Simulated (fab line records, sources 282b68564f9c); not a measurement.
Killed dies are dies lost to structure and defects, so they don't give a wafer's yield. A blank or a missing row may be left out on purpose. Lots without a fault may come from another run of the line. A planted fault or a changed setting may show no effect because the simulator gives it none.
Problem report in the 8D (eight disciplines) form, filled by code | flow rit_cmos | the parts of the form that need people (team, actions taken, sign-off) are left out

1. THE PROBLEM
GATE_OXIDE_THK at RIT_GATE_THK_MEAS_07 reads a mean of 3.35 nm on 6 wafers of 2 lots; wafers without a fault read 3.02 nm with a standard deviation of 0.057. That is +5.8 standard deviations from the usual mean.
First seen on wafer L200.4, day 4 09:25, on film_metro-02. The record holds 39 wafers of 13 lots with a number at this step. Rule for "out", or "out of limits": more than 4 standard deviations from the usual mean. The other wafers with a number count as sound.

2. WHAT IT IS AND WHAT IT IS NOT
question                    | is                           | is not
which readings at this step | GATE_OXIDE_THK               | -
which lots                  | L200, L204                   | L194, L195, L196, L201, L208, L210, L211, L213, L215, L216, L217
which wafers of those lots  | all that have a number       | -
read on which gauges        | film_metro-02, film_metro-04 | film_metro-03
when                        | from day 4 09:25             | up to then (9 sound wafers); but 24 sound wafers of L201, L208, L210, L211, L213, L215, L216, L217 came after

3. SUSPECTS, AND WHAT RULES EACH OUT
Counting: a tool at a process step up to the reading stays a suspect if it ran every lot that is out and no sound lot after the first of them.
- the gauge at RIT_GATE_THK_MEAS_07: ruled out. The wafers that are out were read on 2 gauges (film_metro-02, film_metro-04).
- furnace-04 at RIT_GATE_OXIDATION_05 (target thk 3 nm, ox time 270 s): kept. It ran every lot that is out, first L200 (day 4 05:43), and no sound lot after that; its last sound lot up to then is L196 (day 3 05:03). Its own readings are out on those wafers: tube_center_temp_C, tube_center_temp_C_max.
Left after counting: furnace-04 at RIT_GATE_OXIDATION_05.

4. THE CAUSE (what the simulator had put in)
Process parameter drift: furnace-04, from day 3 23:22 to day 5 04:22, at RIT_GATE_OXIDATION_05. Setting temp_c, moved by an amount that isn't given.
Counting left only this tool.

5. THE CHAIN OF EFFECTS, in route order
Each row: a reading whose mean over the struck wafers that have a number lies more than 3 standard deviations from the usual. Only readings for which the record gives a usual standard deviation are gone through. hours: the time from each lot's start at the first step in this table that gives one to its start at this step, as a median over the lots. sigmas: the change in usual standard deviations.
hours | step                  | reading                | usual    | on struck wafers | change | sigmas
0     | RIT_GATE_OXIDATION_05 | spike_tc_centre_C      | 902.0 C  | 908.3            | +6.3   | +3.3
0     | RIT_GATE_OXIDATION_05 | spike_tc_load_C        | 925.2 C  | 934.0            | +8.8   | +3.2
0     | RIT_GATE_OXIDATION_05 | spike_tc_source_C      | 924 C    | 935              | +11    | +3.0
0     | RIT_GATE_OXIDATION_05 | tube_center_temp_C     | 899.99 C | 908.33           | +8.34  | +99 or more
0     | RIT_GATE_OXIDATION_05 | tube_center_temp_C_max | 902.3    | 910.4            | +8.1   | +24
5     | RIT_GATE_THK_MEAS_07  | GATE_OXIDE_THK         | 3.02 nm  | 3.35             | +0.33  | +5.8
8     | RIT_GATE_CD_MEAS_16   | cd_nm                  | 150.3 nm | 141.9            | -8.4   | -4.0
The process steps in it:
- RIT_GATE_OXIDATION_05: target thk 3 nm, ox time 270 s.

6. WHAT WOULD HAVE CAUGHT IT SOONER
In this record the first reading out of limits at a measuring or inspecting step was taken at day 4 09:25, 10 hours after the fault began at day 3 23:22.
The tool's own readings at RIT_GATE_OXIDATION_05 were out on every struck wafer that the step has a row for (tube_center_temp_C, tube_center_temp_C_max): an alarm limit on them would have fired on the first of those.
Of the lots that are out (2), L204 began RIT_GATE_OXIDATION_05 on furnace-04 after day 4 09:25. A hold on the tool at that time would have spared it.
